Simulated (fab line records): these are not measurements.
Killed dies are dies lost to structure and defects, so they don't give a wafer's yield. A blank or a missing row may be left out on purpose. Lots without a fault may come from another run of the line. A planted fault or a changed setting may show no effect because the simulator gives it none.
The tool behind it: which one? :: flow rit-cmos :: Sampling: 14 lots, 42 wafers, 5 of 202 route steps

== WHAT THE GAUGES SHOWED, per wafer ==
RIT_FOX1_THK_MEAS_01.
lot: L805
measured: day 1 19:31
on: film-metro-01
FOX1_OXIDE_THK (nm): 342 345 352

lot: L806
measured: day 1 23:54
on: film-metro-02
FOX1_OXIDE_THK (nm): 357 352 343

lot: L807
measured: day 2 04:31
on: film-metro-01
FOX1_OXIDE_THK (nm): 352 356 352

lot: L808
measured: day 2 09:37
on: film-metro-03
FOX1_OXIDE_THK (nm): 343 344 334

lot: L809
measured: day 2 15:13
on: film-metro-03
FOX1_OXIDE_THK (nm): 356 357 356

lot: L810
measured: day 2 19:29
on: film-metro-02
FOX1_OXIDE_THK (nm): 361 365 361

lot: L811
measured: day 3 00:25
on: film-metro-01
FOX1_OXIDE_THK (nm): 364 359 360

lot: L814
measured: day 3 14:41
on: film-metro-02
FOX1_OXIDE_THK (nm): 344 343 346

lot: L815
measured: day 3 20:19
on: film-metro-02
FOX1_OXIDE_THK (nm): 356 351 351

lot: L817
measured: day 4 07:43
on: film-metro-03
FOX1_OXIDE_THK (nm): 351 351 343

lot: L818
measured: day 4 12:40
on: film-metro-02
FOX1_OXIDE_THK (nm): 340 344 342

lot: L820
measured: day 4 21:23
on: film-metro-02
FOX1_OXIDE_THK (nm): 349 346 353

lot: L821
measured: day 5 01:26
on: film-metro-01
FOX1_OXIDE_THK (nm): 354 361 362

lot: L823
measured: day 5 13:08
on: film-metro-03
FOX1_OXIDE_THK (nm): 361 353 358

RIT_NWELL_OVL_MEAS_06.
lot: L805
measured: day 1 23:25
on: overlay-01
NWELL_OVL (nm): -1.9 -1.8 -1.3

lot: L806
measured: day 2 03:20
on: overlay-01
NWELL_OVL (nm): 1.1 -0.1 0.2

lot: L807
measured: day 2 07:54
on: overlay-01
NWELL_OVL (nm): 0.8 1.2 3.6

lot: L808
measured: day 2 13:11
on: overlay-01
NWELL_OVL (nm): 1.9 -0.3 2.8

lot: L809
measured: day 2 18:39
on: overlay-01
NWELL_OVL (nm): 1.0 0.4 2.4

lot: L810
measured: day 2 23:38
on: overlay-02
NWELL_OVL (nm): 0.2 -0.6 1.5

lot: L811
measured: day 3 03:55
on: overlay-01
NWELL_OVL (nm): -0.3 0.0 -0.9

lot: L814
measured: day 3 18:07
on: overlay-01
NWELL_OVL (nm): 1.1 3.2 1.5

lot: L815
measured: day 3 23:49
on: overlay-02
NWELL_OVL (nm): 0.5 -1.2 0.0

lot: L817
measured: day 4 11:17
on: overlay-01
NWELL_OVL (nm): 4.5 0.5 3.0

lot: L818
measured: day 4 15:58
on: overlay-01
NWELL_OVL (nm): -0.2 2.8 1.4

lot: L820
measured: day 5 00:49
on: overlay-01
NWELL_OVL (nm): 0.9 0.5 3.1

lot: L821
measured: day 5 05:16
on: overlay-01
NWELL_OVL (nm): -1.6 1.8 1.1

lot: L823
measured: day 5 16:38
on: overlay-01
NWELL_OVL (nm): 1.8 1.9 0.5

RIT_PRETRO_OVL_MEAS_06.
lot: L805
measured: day 2 09:44
on: overlay-01
PRETRO_OVL (nm): -0.8 -1.7 -2.2

lot: L806
measured: day 2 13:46
on: overlay-02
PRETRO_OVL (nm): -1.8 -0.4 0.2

lot: L807
measured: day 2 17:58
on: overlay-01
PRETRO_OVL (nm): -4.0 -1.5 0.3

lot: L808
measured: day 2 23:26
on: overlay-01
PRETRO_OVL (nm): -0.8 -2.5 -2.4

lot: L809
measured: day 3 04:53
on: overlay-02
PRETRO_OVL (nm): -2.9 -2.7 -1.4

lot: L810
measured: day 3 09:50
on: overlay-02
PRETRO_OVL (nm): 1.2 -0.7 1.3

lot: L811
measured: day 3 15:04
on: overlay-01
PRETRO_OVL (nm): -0.4 -1.3 -2.0

lot: L814
measured: day 4 05:08
on: overlay-01
PRETRO_OVL (nm): 0.0 -1.3 0.6

lot: L815
measured: day 4 11:06
on: overlay-02
PRETRO_OVL (nm): 1.5 0.6 0.5

lot: L817
measured: day 4 21:42
on: overlay-02
PRETRO_OVL (nm): -151.9 -150.2 -149.3

lot: L818
measured: day 5 02:58
on: overlay-01
PRETRO_OVL (nm): -2.4 -2.6 -2.6

lot: L820
measured: day 5 10:55
on: overlay-01
PRETRO_OVL (nm): -149.7 -150.7 -149.3

lot: L821
measured: day 5 15:22
on: overlay-02
PRETRO_OVL (nm): -145.9 -149.1 -149.4

lot: L823
measured: day 6 03:07
on: overlay-01
PRETRO_OVL (nm): -1.6 -2.1 -0.8

RIT_GATE_CD_MEAS_90: target cd 150 nm.
lot: L805
measured: day 2 17:17
on: cd-sem-02
cd-nm (nm): 150.6 149.2 148.6

lot: L806
measured: day 2 19:34
on: cd-sem-01
cd-nm (nm): 149.9 151.4 150.8

lot: L807
measured: day 3 00:20
on: cd-sem-01
cd-nm (nm): 149.5 148.3 148.4

lot: L808
measured: day 3 05:22
on: cd-sem-01
cd-nm (nm): 147.9 144.7 146.8

lot: L809
measured: day 3 13:10
on: cd-sem-02
cd-nm (nm): 153.2 151.0 153.8

lot: L810
measured: day 3 15:44
on: cd-sem-02
cd-nm (nm): 155.5 153.6 153.7

lot: L811
measured: day 3 23:11
on: cd-sem-02
cd-nm (nm): 151.1 151.3 150.6

lot: L814
measured: day 4 13:50
on: cd-sem-02
cd-nm (nm): 150.3 149.5 150.9

lot: L815
measured: day 4 17:42
on: cd-sem-01
cd-nm (nm): 150.3 149.6 150.1

lot: L817
measured: day 5 08:06
on: cd-sem-01
cd-nm (nm): 153.1 154.4 153.0

lot: L818
measured: day 5 08:37
on: cd-sem-02
cd-nm (nm): 150.2 149.8 151.9

lot: L820
measured: day 5 18:08
on: cd-sem-02
cd-nm (nm): 153.9 152.6 152.2

lot: L821
measured: day 5 22:25
on: cd-sem-02
cd-nm (nm): 149.3 149.8 149.9

lot: L823
measured: day 6 12:13
on: cd-sem-02
cd-nm (nm): 155.4 157.8 156.2

== WHICH TOOL RAN EACH LOT (tool, then ch and the chambers of the sampled wafers, then the start) ==
lot: L805
RIT_PRETRO_EXPOSE_03: iline-stepper-02 ch 0, day 2 09:19

lot: L806
RIT_PRETRO_EXPOSE_03: iline-stepper-02 ch 0, day 2 13:21

lot: L807
RIT_PRETRO_EXPOSE_03: iline-stepper-02 ch 0, day 2 17:32

lot: L808
RIT_PRETRO_EXPOSE_03: iline-stepper-02 ch 0, day 2 23:01

lot: L809
RIT_PRETRO_EXPOSE_03: iline-stepper-02 ch 0, day 3 04:28

lot: L810
RIT_PRETRO_EXPOSE_03: iline-stepper-02 ch 0, day 3 09:25

lot: L811
RIT_PRETRO_EXPOSE_03: iline-stepper-02 ch 0, day 3 14:37

lot: L814
RIT_PRETRO_EXPOSE_03: iline-stepper-02 ch 0, day 4 04:43

lot: L815
RIT_PRETRO_EXPOSE_03: iline-stepper-02 ch 0, day 4 10:40

lot: L817
RIT_PRETRO_EXPOSE_03: iline-stepper-01 ch 0, day 4 21:16

lot: L818
RIT_PRETRO_EXPOSE_03: iline-stepper-02 ch 0, day 5 02:30

lot: L820
RIT_PRETRO_EXPOSE_03: iline-stepper-01 ch 0, day 5 10:29

lot: L821
RIT_PRETRO_EXPOSE_03: iline-stepper-01 ch 0, day 5 14:56

lot: L823
RIT_PRETRO_EXPOSE_03: iline-stepper-02 ch 0, day 6 02:39
- RIT_PRETRO_EXPOSE_03: exposes mask M5, target cd 43700 nm.

== WHAT THE TOOLS THEMSELVES READ (means of the sampled wafers that have a number; where no wafer has one, the mark that the record gives instead) ==
RIT_PRETRO_EXPOSE_03.
lot: L805
tool: iline-stepper-02
reticle-temp-C (C): 23.12

lot: L806
tool: iline-stepper-02
reticle-temp-C (C): 23.02

lot: L807
tool: iline-stepper-02
reticle-temp-C (C): 22.94

lot: L808
tool: iline-stepper-02
reticle-temp-C (C): 23.09

lot: L809
tool: iline-stepper-02
reticle-temp-C (C): 23.03

lot: L810
tool: iline-stepper-02
reticle-temp-C (C): 23.02

lot: L811
tool: iline-stepper-02
reticle-temp-C (C): 23.18

lot: L814
tool: iline-stepper-02
reticle-temp-C (C): 23.07

lot: L815
tool: iline-stepper-02
reticle-temp-C (C): 22.92

lot: L817
tool: iline-stepper-01
reticle-temp-C (C): 23.16

lot: L818
tool: iline-stepper-02
reticle-temp-C (C): 23.01

lot: L820
tool: iline-stepper-01
reticle-temp-C (C): 22.97

lot: L821
tool: iline-stepper-01
reticle-temp-C (C): 22.95

lot: L823
tool: iline-stepper-02
reticle-temp-C (C): 23.04

== THE ANSWER, worked out from the rows above alone ==
Rule: what is usual is taken from the lots themselves. The widest of any qualifying gaps counts: lots, ordered by their means at a reading, are off when they make up no more than a third of the lots, leave a main group of 4 or more, and stand apart from it by 3 or more times the standard deviation of that group's means. A main group is skipped when, at the precision printed for the reading in the tables above, its means are all equal. A lot without any number at a reading at which 4 lots or more have one is off too. All remaining lots with rows at the step are treated as sound. The gauges are gone through in route order, then the tools' own readings, and for those a lot's mean is taken as printed above. At the first step where some lot is off, the reading lying furthest off is the one used; lots without a number count as furthest.
Off: L817, L820, L821, at RIT_PRETRO_OVL_MEAS_06 (PRETRO_OVL). For the main group the mean is -1.1 nm and the standard deviation 1.1.
A tool fits if, at a process step before that reading, it ran every lot that is off, and no sound lot after the first of them. Gauges at RIT_PRETRO_OVL_MEAS_06: tried the same way as those tools. One fits: RIT_PRETRO_EXPOSE_03 on iline-stepper-01. It ran no sound lot before its first lot that is off in this sample, so the start can't be narrowed down.

== WHAT HAD BEEN PUT IN BY THE SIMULATOR ==
Scanner matching overlay: iline-stepper-01, from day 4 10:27 on, at RIT_PRETRO_EXPOSE_03. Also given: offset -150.
Lots struck among those shown: L817, L820, L821. The same result came from the rule above.
